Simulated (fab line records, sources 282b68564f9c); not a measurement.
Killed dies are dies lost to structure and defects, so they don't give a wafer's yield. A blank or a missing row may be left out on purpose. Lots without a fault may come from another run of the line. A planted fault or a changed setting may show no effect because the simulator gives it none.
Which tool did it? | flow rit_cmos | 16 lots, 48 wafers sampled, at 2 steps of a route of 202

WHAT THE GAUGES READ, wafer by wafer
RIT_M1_OVL_MEAS_10. Usual: M1_OVL 1.0 nm, standard deviation 1.5.
lot  | measured    | on         | M1_OVL (nm)       | flag
L256 | day 3 09:38 | overlay-02 | 3.9 3.0 3.0       |
L257 | day 3 18:30 | overlay-01 | 2.4 2.8 2.8       |
L258 | day 3 22:37 | overlay-02 | 0.3 1.9 0.9       |
L261 | day 4 12:00 | overlay-01 | 3.2 1.7 3.2       |
L262 | day 4 18:31 | overlay-02 | -1.0 0.1 0.2      |
L263 | day 5 04:57 | overlay-01 | -2.1 0.2 -0.6     |
L265 | day 5 10:07 | overlay-01 | 2.2 2.6 3.0       |
L266 | day 5 14:52 | overlay-01 | 0.3 0.1 -0.9      |
L269 | day 6 04:43 | overlay-02 | 0.4 1.5 2.4       |
L270 | day 6 09:34 | overlay-01 | 3.0 2.0 1.5       |
L271 | day 6 15:46 | overlay-01 | -0.4 -1.7 -0.2    |
L273 | day 7 00:20 | overlay-01 | -0.1 0.1 0.5      |
L274 | day 7 03:39 | overlay-01 | 361.6 361.3 361.3 | OFF
L275 | day 7 10:58 | overlay-01 | 361.3 360.1 360.9 | OFF
L276 | day 7 16:56 | overlay-01 | 361.9 359.0 359.6 | OFF
L277 | day 7 19:17 | overlay-01 | 361.9 362.0 362.2 | OFF

WHICH TOOL RAN EACH LOT (tool, then ch and the chambers of the sampled wafers, then the start)
lot  | RIT_M1_EXPOSE_06
L256 | iline_stepper-01 ch 0, day 3 09:05
L257 | iline_stepper-02 ch 0, day 3 17:57
L258 | iline_stepper-02 ch 0, day 3 22:05
L261 | iline_stepper-01 ch 0, day 4 11:26
L262 | iline_stepper-02 ch 0, day 4 17:50
L263 | iline_stepper-02 ch 0, day 5 04:14
L265 | iline_stepper-02 ch 0, day 5 09:34
L266 | iline_stepper-02 ch 0, day 5 14:19
L269 | iline_stepper-01 ch 0, day 6 04:10
L270 | iline_stepper-01 ch 0, day 6 09:02
L271 | iline_stepper-02 ch 0, day 6 15:13
L273 | iline_stepper-02 ch 0, day 6 23:49
L274 | iline_stepper-02 ch 0, day 7 03:08
L275 | iline_stepper-02 ch 0, day 7 10:25
L276 | iline_stepper-02 ch 0, day 7 16:23
L277 | iline_stepper-02 ch 0, day 7 18:46
- RIT_M1_EXPOSE_06: exposes mask M12, target cd 2600 nm.

WHAT THE TOOLS THEMSELVES READ (means of the sampled wafers that have a number; where no wafer has one, the mark that the record gives instead)
RIT_M1_EXPOSE_06. Usual: focus_offset_nm 0.1 nm, standard deviation 0.55; stage_vel_mm_s 500.00 mm/s, standard deviation 0.24.
lot  | tool             | focus_offset_nm (nm) | stage_vel_mm_s (mm/s) | flag
L256 | iline_stepper-01 | -0.4                 | 500.27                |
L257 | iline_stepper-02 | 0.1                  | 500.13                |
L258 | iline_stepper-02 | -0.3                 | 500.11                |
L261 | iline_stepper-01 | 0.6                  | 499.75                |
L262 | iline_stepper-02 | -0.3                 | 499.88                |
L263 | iline_stepper-02 | 0.3                  | 500.06                |
L265 | iline_stepper-02 | 0.5                  | 500.12                |
L266 | iline_stepper-02 | 1.1                  | 500.23                |
L269 | iline_stepper-01 | 0.2                  | 499.91                |
L270 | iline_stepper-01 | -0.3                 | 499.73                |
L271 | iline_stepper-02 | -0.6                 | 499.98                |
L273 | iline_stepper-02 | -0.1                 | 500.06                |
L274 | iline_stepper-02 | -0.4                 | 500.17                |
L275 | iline_stepper-02 | -0.7                 | 500.01                |
L276 | iline_stepper-02 | 0.1                  | 499.73                |
L277 | iline_stepper-02 | 0.4                  | 499.86                |

THE ANSWER, worked out from the rows above alone
Rule: a lot is off if the mean of its wafers that have a number lies more than 3 standard deviations from the usual mean. A lot without any number at a reading at which 4 lots or more have one is off too. The other lots that the step has rows for count as sound. The gauges are gone through in route order, then the tools' own readings, and for those a lot's mean is taken as printed above. The first step at which some lot is off is used, and at that step the reading that is off furthest; a lot without a number counts as furthest.
Off: L274, L275, L276, L277, at RIT_M1_OVL_MEAS_10 (M1_OVL).
A tool fits if, at a process step before that reading, it ran every lot that is off, and no sound lot after the first of them. The gauges at RIT_M1_OVL_MEAS_10 are tried like those tools. Can't be told from this: 2 tools fit, iline_stepper-02 at RIT_M1_EXPOSE_06, overlay-01 at RIT_M1_OVL_MEAS_10.

WHAT THE SIMULATOR HAD PUT IN
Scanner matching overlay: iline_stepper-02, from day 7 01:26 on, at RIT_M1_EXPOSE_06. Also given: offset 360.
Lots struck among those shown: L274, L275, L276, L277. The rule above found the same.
